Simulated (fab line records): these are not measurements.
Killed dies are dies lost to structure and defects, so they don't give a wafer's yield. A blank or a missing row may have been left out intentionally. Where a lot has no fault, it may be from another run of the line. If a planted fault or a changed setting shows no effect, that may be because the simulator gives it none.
Which tool was responsible? -- flow berkeley-cmos170 -- 18 wafers from 6 lots sampled at 2 of the route's 331 steps

## WHAT EACH GAUGE READ, for each wafer
UCB170_M2_CD_MEAS_15: target cd 700 nm.
lot,measured,on,cd-nm (nm)
L521,day 8 00:12,cd-sem-02,700.4 702.0 702.0
L522,day 8 05:46,cd-sem-01,695.2 697.6 697.4
L525,day 8 23:24,cd-sem-01,699.0 700.8 698.4
L526,day 9 06:35,cd-sem-02,699.2 699.0 700.0
L530,day 10 01:41,cd-sem-02,700.4 699.0 700.1
L534,day 11 05:02,cd-sem-01,676.9 694.1 680.4

## WHICH TOOL RAN EACH LOT (tool, then ch and the chambers of the sampled wafers, then the start)
lot,UCB170_M2_EXPOSE_12
L521,"krf-scanner-01 ch 0, day 7 23:49"
L522,"krf-scanner-01 ch 0, day 8 05:22"
L525,"krf-scanner-02 ch 0, day 8 23:00"
L526,"krf-scanner-01 ch 0, day 9 06:12"
L530,"krf-scanner-02 ch 0, day 10 01:17"
L534,"krf-scanner-01 ch 0, day 11 04:23"
- UCB170_M2_EXPOSE_12: exposes mask METAL2, target cd 700 nm.

## THE ANSWER, worked out from the rows above alone
Rule: what is usual is taken from the lots themselves. Put in order of their means at a reading, lots are off if they are a third of the lots or fewer, leave a main group of 4 or more, and stand apart from it by a gap of 3 or more times the standard deviation of the main group's means; of several such gaps the widest counts. A main group is skipped when, at the precision printed for the reading in the tables above, its means are all equal. A lot without any number at a reading at which 4 lots or more have one is off too. Any other lot the step has rows for is counted as sound.
Off, at UCB170_M2_CD_MEAS_15 on cd-nm: L534. The main group: mean 699.4 nm, standard deviation 1.5.
If a tool, at a process step before that reading, ran all the lots that are off and no sound lot after the first of them, it fits. Those tools and the gauges at UCB170_M2_CD_MEAS_15 are tried in the same way. Can't be told from this: 2 tools fit, krf-scanner-01 at UCB170_M2_EXPOSE_12, cd-sem-01 at UCB170_M2_CD_MEAS_15.

## WHAT HAD BEEN PUT IN BY THE SIMULATOR
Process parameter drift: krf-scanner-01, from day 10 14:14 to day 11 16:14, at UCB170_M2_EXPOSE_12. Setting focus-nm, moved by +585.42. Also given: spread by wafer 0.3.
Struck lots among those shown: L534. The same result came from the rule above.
